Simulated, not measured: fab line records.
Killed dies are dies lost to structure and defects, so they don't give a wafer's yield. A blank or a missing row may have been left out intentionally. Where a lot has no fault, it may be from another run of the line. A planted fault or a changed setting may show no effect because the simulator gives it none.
Which tool is to blame?    flow rit cmos    15 lots (45 wafers sampled), 1 step of a 202-step route

## WHAT EACH GAUGE READ, for each wafer
No reading from a measuring or inspecting step in the record can be judged against a usual standard deviation.

## WHICH TOOL RAN EACH LOT (tool, then ch and the chambers of the sampled wafers, then the start)
lot   RIT_NSD_SOFTBAKE_02
L359  litho track-04 ch 0, day 3 01:13
L360  litho track-04 ch 0, day 3 03:49
L361  litho track-03 ch 0, day 3 11:31
L363  litho track-04 ch 0, day 3 20:43
L364  litho track-01 ch 0, day 4 06:25
L365  litho track-03 ch 0, day 4 09:12
L367  litho track-03 ch 0, day 4 19:26
L369  litho track-03 ch 0, day 5 06:34
L371  litho track-03 ch 0, day 5 15:50
L374  litho track-03 ch 0, day 6 09:32
L375  litho track-03 ch 0, day 6 13:28
L376  litho track-04 ch 0, day 6 18:19
L377  litho track-03 ch 0, day 7 03:11
L379  litho track-04 ch 0, day 7 08:08
L380  litho track-01 ch 0, day 7 10:22
- RIT_NSD_SOFTBAKE_02: time 60 s.

## WHAT THE TOOLS THEMSELVES READ (means of the sampled wafers that have a number; where no wafer has one, the mark that the record gives instead)
RIT_NSD_SOFTBAKE_02.
lot   tool            heater power total W (W)  plate temp C (C)
L359  litho track-04  34.59                     89.88
L360  litho track-04  34.52                     90.05
L361  litho track-03  34.59                     90.12
L363  litho track-04  34.59                     90.10
L364  litho track-01  34.59                     89.86
L365  litho track-03  34.57                     89.88
L367  litho track-03  34.58                     90.16
L369  litho track-03  34.60                     90.14
L371  litho track-03  34.53                     89.92
L374  litho track-03  32.54                     86.37
L375  litho track-03  32.49                     86.26
L376  litho track-04  34.53                     90.02
L377  litho track-03  32.56                     86.07
L379  litho track-04  34.57                     89.99
L380  litho track-01  34.55                     90.02

## THE ANSWER, worked out from the rows above alone
Rule: what is usual is taken from the lots themselves. The widest of any qualifying gaps counts: lots, ordered by their means at a reading, are off when they make up no more than a third of the lots, leave a main group of 4 or more, and stand apart from it by 3 or more times the standard deviation of that group's means. A main group whose means are all the same, to the digits that the tables above print for the reading, isn't used. A lot without any number at a reading at which 4 lots or more have one is off too. The other lots that the step has rows for count as sound. After the gauges, taken in route order, come the tools' own readings; for these a lot's mean is taken, as printed above. The first step at which some lot is off is used, and at that step the reading that is off furthest; a lot without a number counts as furthest.
Off: L374, L375, L377, at RIT_NSD_SOFTBAKE_02 (heater power total W). The main group: mean 34.57 W, standard deviation 0.027.
If a tool, at that step or one of the process steps before it, ran each lot that is off and ran no sound lot following the first of them, it fits. One fits: RIT_NSD_SOFTBAKE_02 on litho track-03. A fault onset in the window from L371 (day 5 15:50, its last sound lot) to L374 (day 6 09:32, its first lot off) fits.
The tool's own readings at RIT_NSD_SOFTBAKE_02 bear it out: on the lots that are off they differ by more than 5 times the standard deviation of the sound lots' means. heater power total W reads 32.53 W there against 34.57 W on the sound lots; plate temp C reads 86.23 C there against 90.01 C on the sound lots.

## WHAT HAD BEEN PUT IN BY THE SIMULATOR
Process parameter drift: litho track-03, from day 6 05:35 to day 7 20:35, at RIT_NSD_SOFTBAKE_02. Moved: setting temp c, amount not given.
Shown lots that were struck: L374, L375, L377. The same result came from the rule above.
